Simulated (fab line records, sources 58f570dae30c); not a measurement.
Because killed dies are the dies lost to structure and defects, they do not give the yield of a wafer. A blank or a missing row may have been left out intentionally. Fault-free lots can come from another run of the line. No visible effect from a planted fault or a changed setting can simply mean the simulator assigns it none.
The tool behind it: which one? / flow berkeley_cmos170 / at 1 step of a route of 331, 7 lots with 21 wafers sampled

## WHAT THE GAUGES READ, wafer by wafer
UCB170_PWELL_THK_MEAS_03.
lot=L259; measured=day 3 04:49; on=film_metro-01; PWELL_OXIDE_THK (nm)=25.7 25.8 25.9
lot=L261; measured=day 3 11:09; on=film_metro-04; PWELL_OXIDE_THK (nm)=25.5 26.1 25.9
lot=L269; measured=day 5 01:49; on=film_metro-04; PWELL_OXIDE_THK (nm)=27.1 26.9 27.8
lot=L272; measured=day 5 16:22; on=film_metro-02; PWELL_OXIDE_THK (nm)=25.7 26.0 26.3
lot=L274; measured=day 6 03:49; on=film_metro-02; PWELL_OXIDE_THK (nm)=26.9 26.7 26.6
lot=L276; measured=day 6 12:47; on=film_metro-04; PWELL_OXIDE_THK (nm)=27.0 26.8 26.8
lot=L281; measured=day 7 15:04; on=film_metro-02; PWELL_OXIDE_THK (nm)=26.8 26.8 27.4

## EACH LOT AND THE TOOL THAT RAN IT (in order: tool; ch and the chambers of the sampled wafers; start)
No process step before these readings appears in the record.

## THE ANSWER, worked out from the rows above alone
Rule: what is usual is taken from the lots themselves. Put in order of their means at a reading, lots are off if they are a third of the lots or fewer, leave a main group of 4 or more, and stand apart from it by a gap of 3 or more times the standard deviation of the main group's means; of several such gaps the widest counts. The tables above print the reading to a certain number of digits; a main group whose means all agree to those digits is not used. A lot without any number at a reading at which 4 lots or more have one is off too. The other lots that the step has rows for count as sound.
No lot is off at any reading shown: from this, nothing can be told.

## WHAT THE SIMULATOR HAD PUT IN
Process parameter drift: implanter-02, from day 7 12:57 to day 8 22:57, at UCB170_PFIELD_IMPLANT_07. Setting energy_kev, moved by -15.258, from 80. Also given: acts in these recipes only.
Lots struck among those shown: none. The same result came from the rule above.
